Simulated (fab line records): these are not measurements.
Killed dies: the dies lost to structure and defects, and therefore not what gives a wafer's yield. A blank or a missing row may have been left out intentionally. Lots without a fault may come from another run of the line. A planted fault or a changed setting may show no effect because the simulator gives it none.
Chamber matching || flow berkeley_cmos170 || UCB170_V1_CVD_00 on pecvd-01 has 3 sister chambers
The step deposits SiO2 from TEOS/O2, target thk 2000 nm, time 250 s. 3 wafers are shown with their chamber, then 8 later ones without.

== WAFERS, EACH WITH ITS CHAMBER ==
{"wafer": "L230.2", "chamber": 1, "heater_power_w (W)": 217}
{"wafer": "L230.6", "chamber": 2, "heater_power_w (W)": 301}
{"wafer": "L232.2", "chamber": 0, "heater_power_w (W)": 210}

== WAFERS WITH NO CHAMBER GIVEN ==
{"wafer": "L232.4", "heater_power_w (W)": 290}
{"wafer": "L232.5", "heater_power_w (W)": 190}
{"wafer": "L236.3", "heater_power_w (W)": 247}
{"wafer": "L236.4", "heater_power_w (W)": 218}
{"wafer": "L236.5", "heater_power_w (W)": 295}
{"wafer": "L237.3", "heater_power_w (W)": 305}
{"wafer": "L237.4", "heater_power_w (W)": 292}
{"wafer": "L237.5", "heater_power_w (W)": 211}

== CHAMBER TAKEN BY EACH ==
{"wafer": "L232.4", "from the rows above": 2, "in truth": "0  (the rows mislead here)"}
{"wafer": "L232.5", "from the rows above": "can't be placed: 0 or 1", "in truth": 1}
{"wafer": "L236.3", "from the rows above": "can't be placed: 1 or 0 or 2", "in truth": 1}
{"wafer": "L236.4", "from the rows above": "can't be placed: 1 or 0", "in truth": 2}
{"wafer": "L236.5", "from the rows above": 2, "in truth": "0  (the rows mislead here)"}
{"wafer": "L237.3", "from the rows above": 2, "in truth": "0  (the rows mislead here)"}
{"wafer": "L237.4", "from the rows above": 2, "in truth": 2}
{"wafer": "L237.5", "from the rows above": "can't be placed: 0 or 1", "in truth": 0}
Correctly placed: 1 of 8. Can't be placed from these rows: 4 (the true chamber is among the candidates in 3). Number placed wrongly: 3.
How it was worked out, from the rows above alone: a wafer's distance from a chamber is the root of the sum, over the readings, of the square of ((its reading less the chamber's mean) divided by the reading's scatter). If the next closest chamber is less than 2 further off than the closest, the wafer can't be placed; otherwise it belongs to the closest. The mean given for a chamber averages the wafers shown for that chamber. The scatter (one wafer shown for each chamber): square how far every hidden wafer sits from the nearest shown wafer, average those squares and take the square root.
